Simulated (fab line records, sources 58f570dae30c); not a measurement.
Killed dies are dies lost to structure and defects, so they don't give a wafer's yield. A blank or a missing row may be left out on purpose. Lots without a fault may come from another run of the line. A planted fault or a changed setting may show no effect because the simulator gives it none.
One fault seen from 2 desks | flow berkeley_cmos170 | each desk has only its own numbers; what lay behind them comes last

THE TOOL OWNER'S DESK: rtp_anneal-02
The tool's own readings at UCB170_SILICIDE_RTA_04 (time 15 s): means of the sampled wafers that have a number, for each lot that ran on this tool. A lot is out of limits, marked OUT, if its mean lies more than 4 standard deviations from the usual mean; the brackets give that distance.
Columns: A = chamber_o2_ppm at UCB170_SILICIDE_RTA_04, usual 2.001; B = lamp_power_pct at UCB170_SILICIDE_RTA_04, usual 10.4 %; C = wafer_temp_C_max at UCB170_SILICIDE_RTA_04, usual 653.1
lot  | first seen here | A                         | B   | C
L487 | day 8 19:44     | 2.027                     | 9.9 | 652.2
L489 | day 9 18:16     | 2.005                     | 9.9 | 653.0
L491 | day 9 18:38     | 1.989                     | 9.9 | 652.2
L494 | day 10 08:19    | 2.012                     | 9.9 | 652.7
L493 | day 10 08:56    | 1.998                     | 9.9 | 652.6
L502 | day 12 12:59    | 301.973 (+99 or more) OUT | 9.9 | 652.3
L503 | day 12 13:41    | 302.013 (+99 or more) OUT | 9.9 | 652.5
This desk's finding: out of limits on L502, L503; first on L502, day 12 12:59 (chamber_o2_ppm at UCB170_SILICIDE_RTA_04). In limits: L487, L489, L491, L494, L493.

THE METROLOGY DESK
What the gauges read, lot by lot, whatever tool the lot ran on: means of the sampled wafers that have a number. A lot is out of limits, marked OUT, if its mean lies more than 4 standard deviations from the usual mean; the brackets give that distance.
Columns: A = cd_nm at UCB170_PLDD_CD_MEAS_06, usual 1200.2 nm; B = NSD_TW at UCB170_NSD_TW_MEAS_10, usual 4182
lot  | first seen here | A      | B
L485 | day 7 23:23     | 1201.6 | 4199
L486 | day 8 00:07     | 1200.5 | 4167
L484 | day 8 00:25     | 1200.3 | 4197
L487 | day 8 01:23     | 1198.0 | 4164
L488 | day 8 08:10     | 1199.5 | 4181
L489 | day 8 22:59     | 1199.8 | 4224
L491 | day 8 23:16     | 1199.0 | 4144
L494 | day 9 17:35     | 1199.7 | 4164
L495 | day 9 17:51     | 1200.8 | 4230
L493 | day 9 18:08     | 1202.2 | 4189
L498 | day 10 15:37    | 1200.2 | 4133
L497 | day 10 15:54    | 1198.0 | 4240
L502 | day 11 22:00    | 1201.5 | 4159
L503 | day 11 22:53    | 1199.7 | 4146
This desk's finding: nothing out of limits on any of the 14 lots.

PUT TOGETHER
The tool owner's desk could have raised an alarm at day 12 12:59, on L502, L503.
The metrology desk saw nothing out of limits.
The metrology desk has L502, L503 on record, within its limits.
Of the lots named, all ran UCB170_SILICIDE_RTA_04 on rtp_anneal-02.

WHAT THE SIMULATOR HAD PUT IN
Process parameter drift: rtp_anneal-02, from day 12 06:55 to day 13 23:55, at UCB170_SILICIDE_RTA_04. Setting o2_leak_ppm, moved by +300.
Lots struck among those shown: L502, L503.
Hours from the fault's start to each desk's first reading out of limits: the tool owner's desk, 6.
